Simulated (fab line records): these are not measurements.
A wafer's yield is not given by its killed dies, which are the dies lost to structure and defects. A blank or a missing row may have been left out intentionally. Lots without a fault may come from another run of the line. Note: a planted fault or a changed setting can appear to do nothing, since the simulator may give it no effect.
Code-filled problem report in 8D (eight disciplines) form | flow rit_cmos | the parts of the form that need people (team, actions taken, sign-off) are left out

## 1. THE PROBLEM
rf_fwd_power_W at RIT_SPACER_ETCHBACK_05 reads a mean of 374.4 W on 6 wafers of 2 lots; wafers without a fault read 249.2 W with a standard deviation of 0.81. That is +99 or more standard deviations from the usual mean.
The step: etches Si3N4 in SF6/CHF3, stops on SiO2, target depth 250 nm, time 240 s.
The first sign was on wafer L259.1 at day 6 02:33, on rie_diel-04. At this step, 42 wafers from 14 lots have a number in the record. The rule behind "out" and "out of limits": a value lying over 4 standard deviations away from the usual mean. The other wafers with a number count as sound.

## 2. WHAT IT IS, WHAT IT ISN'T
question                    | is                     | is not
which readings at this step | rf_fwd_power_W         | drypump_motor_current_A, throttle_valve_pct
which lots                  | L259, L260             | L245, L246, L247, L248, L249, L250, L258, L261, L263, L264, L267, L268
which wafers of those lots  | all that have a number | -
read on which tools         | rie_diel-04            | rie_diel-01, rie_diel-03
when                        | from day 6 02:33       | up to then (21 sound wafers); but 15 sound wafers of L261, L263, L264, L267, L268 came after

## 3. SUSPECTS, AND WHAT RULES EACH OUT
Counting: any tool at a process step up to the reading is kept as a suspect provided that every lot that is out went through it and no sound lot did after the first of them.
- rie_diel-04 at RIT_SPACER_ETCHBACK_05 (etches Si3N4 in SF6/CHF3, stops on SiO2, target depth 250 nm, time 240 s): kept. All lots that are out passed through it, beginning with L259 at day 6 02:33, and no sound lot followed; its final sound lot before that point was L249 at day 4 09:35. Its own rf_fwd_power_W readings are out on those wafers.
After counting, what remains is rie_diel-04 at RIT_SPACER_ETCHBACK_05.

## 4. THE CAUSE (what the simulator had put in)
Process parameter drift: rie_diel-04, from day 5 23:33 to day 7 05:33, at RIT_SPACER_ETCHBACK_05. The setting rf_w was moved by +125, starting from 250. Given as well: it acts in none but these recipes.
The count eliminated every tool but this one.

## 5. THE EFFECT CHAIN, in route order
Each row: a reading whose mean over the struck wafers that have a number lies more than 3 standard deviations from the usual. Scope: only readings with a usual standard deviation given in the record; hours: median across lots of the time from each lot's start at the first step in this table that gives one to its start at this step; sigmas: change in usual standard deviations.
hours | step                   | reading        | usual   | on struck wafers | change | sigmas
0     | RIT_SPACER_ETCHBACK_05 | rf_fwd_power_W | 249.2 W | 374.4            | +125.2 | +99 or more
It contains these process steps:
- RIT_SPACER_ETCHBACK_05: etches Si3N4 in SF6/CHF3, stops on SiO2, target depth 250 nm, time 240 s.

## 6. HOW IT WOULD HAVE BEEN CAUGHT EARLIER
First out-of-limits reading in this record: day 6 02:33, which is 3 hours after fault onset at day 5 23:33.
